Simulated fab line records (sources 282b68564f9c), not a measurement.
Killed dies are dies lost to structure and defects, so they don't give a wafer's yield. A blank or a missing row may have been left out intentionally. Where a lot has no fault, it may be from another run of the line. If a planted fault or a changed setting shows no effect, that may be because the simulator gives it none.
A struck lot beside a sound one || flow rit-cmos || 20 steps out of a route of 202
Sound: the wafers L701.4, L701.5, L701.6. Wafers L693.2, L693.4, L693.6 were the ones struck. The cause is given at the end.
At each step with rows: each side's tool, then ch and its chambers, then its first start. Under that, the readings that differ: sound wafers || struck wafers || difference of the means || sigmas: that difference in standard deviations of wafers without a fault.
alike: a reading whose means differ by less than 2 such deviations, as well as words and numbers matching on both sides. not compared: withheld readings; readings where some wafer has no value; bounds like >300 that might hide an equal value; numbers whose values overlap and for which the record gives no deviation.
The two part at a step that has a row with sigmas, a row that says differs or no value, or rows on one side only. Numbers that don't overlap but have no deviation are shown without sigmas and don't part them. A reading missing from all wafers of one side parts the sides only when that side holds two or more wafers.

first, 3 steps without rows for these wafers: RIT_GATE_CLEAN_02 (cleans in dHF, time 30 s); RIT_GATE_CLEAN_03 (cleans in SC2, time 600 s); RIT_GATE_CLEAN_04 (cleans in dHF, time 60 s).
RIT_FOX2_THK_MEAS_91:
  sound: film-metro-02 at day 5 10:56; struck: film-metro-02 at day 3 19:37
  alike: FIELD_OXIDE_LEFT_2_THK
then, 2 steps without rows for these wafers: RIT_GATE_OXIDATION_05 (target thk 3 nm, ox time 270 s); RIT_GATE_ANNEAL_06 (time 600 s).
RIT_GATE_THK_MEAS_07:
  sound: film-metro-02 at day 5 13:07; struck: film-metro-01 at day 3 21:00
  alike: GATE_OXIDE_THK
then, 1 step without rows for these wafers: RIT_GATE_CVD_08 (deposits poly-Si from SiH4, target thk 250 nm, time 2220 s).
RIT_GATE_THK_MEAS_09:
  sound: film-metro-02 at day 5 14:47; struck: film-metro-02 at day 3 22:40
  alike: GATE_POLY_THK
then, 3 steps without rows for these wafers: RIT_GATE_HMDS_10 (prime time 60 s); RIT_GATE_COAT_11 (resist thk 850 nm); RIT_GATE_SOFTBAKE_12 (time 60 s).
RIT_GATE_EXPOSE_13: exposes mask M6, target cd 150 nm.
  sound on iline-stepper-02 ch 0, day 5 15:27; struck on iline-stepper-01 ch 0, day 3 23:11
{"reading": "exposure-dose-mJ-cm2", "sound": "377.6 377.6 377.2", "struck": "363.7 362.4 362.4", "difference": -14.6, "sigmas": -10}
  alike: mask
then, 1 step without rows for these wafers: RIT_GATE_PEB_14.
RIT_GATE_DEVELOP_15: develop time 51.16 s.
  sound on litho-track-01 ch 0; struck on litho-track-02 ch 0
{"reading": "model.GATE.cd-nm (nm)", "sound": "144.4 147.7 147", "struck": "171 169.8 171.7", "difference": "+24", "sigmas": ""}
RIT_GATE_CD_MEAS_16: the cd target is 150 nm.
  sound: cd-sem-01 at day 5 15:51; struck: cd-sem-02 at day 3 23:37
{"reading": "cd-nm (nm)", "sound": "144.5 147.8 146.9", "struck": "171.3 169.6 171.4", "difference": "+24.4", "sigmas": "+10"}
RIT_GATE_OVL_MEAS_17:
  sound: overlay-02 at day 5 15:56; struck: overlay-01 at day 3 23:43
  alike: GATE_OVL
then, 1 step without rows for these wafers: RIT_GATE_HARDBAKE_18 (time 60 s).
RIT_GATE_ETCH_19: etches poly-Si in SF6/CHF3/O2, stops on SiO2, time 165 s, target depth 312.5 nm.
  sound on rie-si-02 ch 2,3, day 5 16:06; struck on rie-si-02 ch 1,3, day 3 23:54
{"reading": "model.GATE.cd-nm (nm)", "sound": "144.5 147.8 147.1", "struck": "170.9 169.8 171.8", "difference": "+24.4", "sigmas": ""}
  alike: drypump-motor-current-A, oes-product-au, throttle-valve-pct
  not compared: rf-hours-counter-h
RIT_GATE_STRIP_20: strips in O2, time 180 s.
  sound on plasma-asher-02 ch 0,1, day 5 16:16; struck on plasma-asher-01 ch 0, day 4 00:00
  alike: drypump-motor-current-A
  not compared: rf-hours-counter-h

## WHERE THEY PART
At RIT_GATE_EXPOSE_13 first; at RIT_GATE_CD_MEAS_16 last (within this record only). Later steps at which nothing parts them and some readings are alike: RIT_GATE_OVL_MEAS_17, RIT_GATE_ETCH_19, RIT_GATE_STRIP_20.

WHY: the cause the simulator had injected
Drift in process parameters on iline-stepper-01 at RIT_GATE_EXPOSE_13, starting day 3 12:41. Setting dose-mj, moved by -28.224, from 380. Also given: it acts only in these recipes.
